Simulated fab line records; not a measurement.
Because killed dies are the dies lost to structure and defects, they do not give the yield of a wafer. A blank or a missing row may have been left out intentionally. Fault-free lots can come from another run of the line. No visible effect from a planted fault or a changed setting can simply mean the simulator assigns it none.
Which tool is to blame? -- flow berkeley_cmos170 -- Sampling: 7 lots, 21 wafers, 2 of 331 route steps

== WHAT THE GAUGES SHOWED, per wafer ==
UCB170_PWELL_TW_MEAS_17.
lot,measured,on,PWELL_TW
L288,day 3 06:17,film_metro-01,374.8 375.6 373.2
L293,day 4 16:37,film_metro-04,377.2 377.2 378.2
L297,day 5 06:46,film_metro-01,373.2 373.9 374.9
L300,day 5 19:50,film_metro-04,376.8 377.4 376.9
L305,day 6 18:59,film_metro-01,372.8 374.0 374.3
L307,day 7 00:46,film_metro-01,373.6 373.2 373.8
L310,day 7 16:28,film_metro-04,377.2 378.6 378.5

== TOOL THAT RAN EACH LOT (tool first, then ch and the chambers of the sampled wafers, then the start) ==
lot,UCB170_NWELL_STRIP_15
L288,"plasma_asher-01 ch 1, day 2 11:01"
L293,"plasma_asher-01 ch 0,1, day 3 21:20"
L297,"plasma_asher-04 ch 0,1, day 4 13:53"
L300,"plasma_asher-04 ch 0,1, day 5 01:23"
L305,"plasma_asher-04 ch 0,1, day 6 01:55"
L307,"plasma_asher-03 ch 0,1, day 6 11:01"
L310,"plasma_asher-04 ch 0,1, day 6 23:49"
- UCB170_NWELL_STRIP_15: strips in O2.

== THE ANSWER, worked out from the rows above alone ==
Rule: the lots themselves supply what counts as usual. The widest of any qualifying gaps counts: lots, ordered by their means at a reading, are off when they make up no more than a third of the lots, leave a main group of 4 or more, and stand apart from it by 3 or more times the standard deviation of that group's means. The tables above print the reading to a certain number of digits; a main group whose means all agree to those digits is not used. Also off: a lot with no number at a reading for which 4 or more lots have one. Where the step has rows for the other lots, those lots are counted as sound.
None of the lots is off at any reading shown; this tells nothing.

== WHAT THE SIMULATOR HAD INSERTED ==
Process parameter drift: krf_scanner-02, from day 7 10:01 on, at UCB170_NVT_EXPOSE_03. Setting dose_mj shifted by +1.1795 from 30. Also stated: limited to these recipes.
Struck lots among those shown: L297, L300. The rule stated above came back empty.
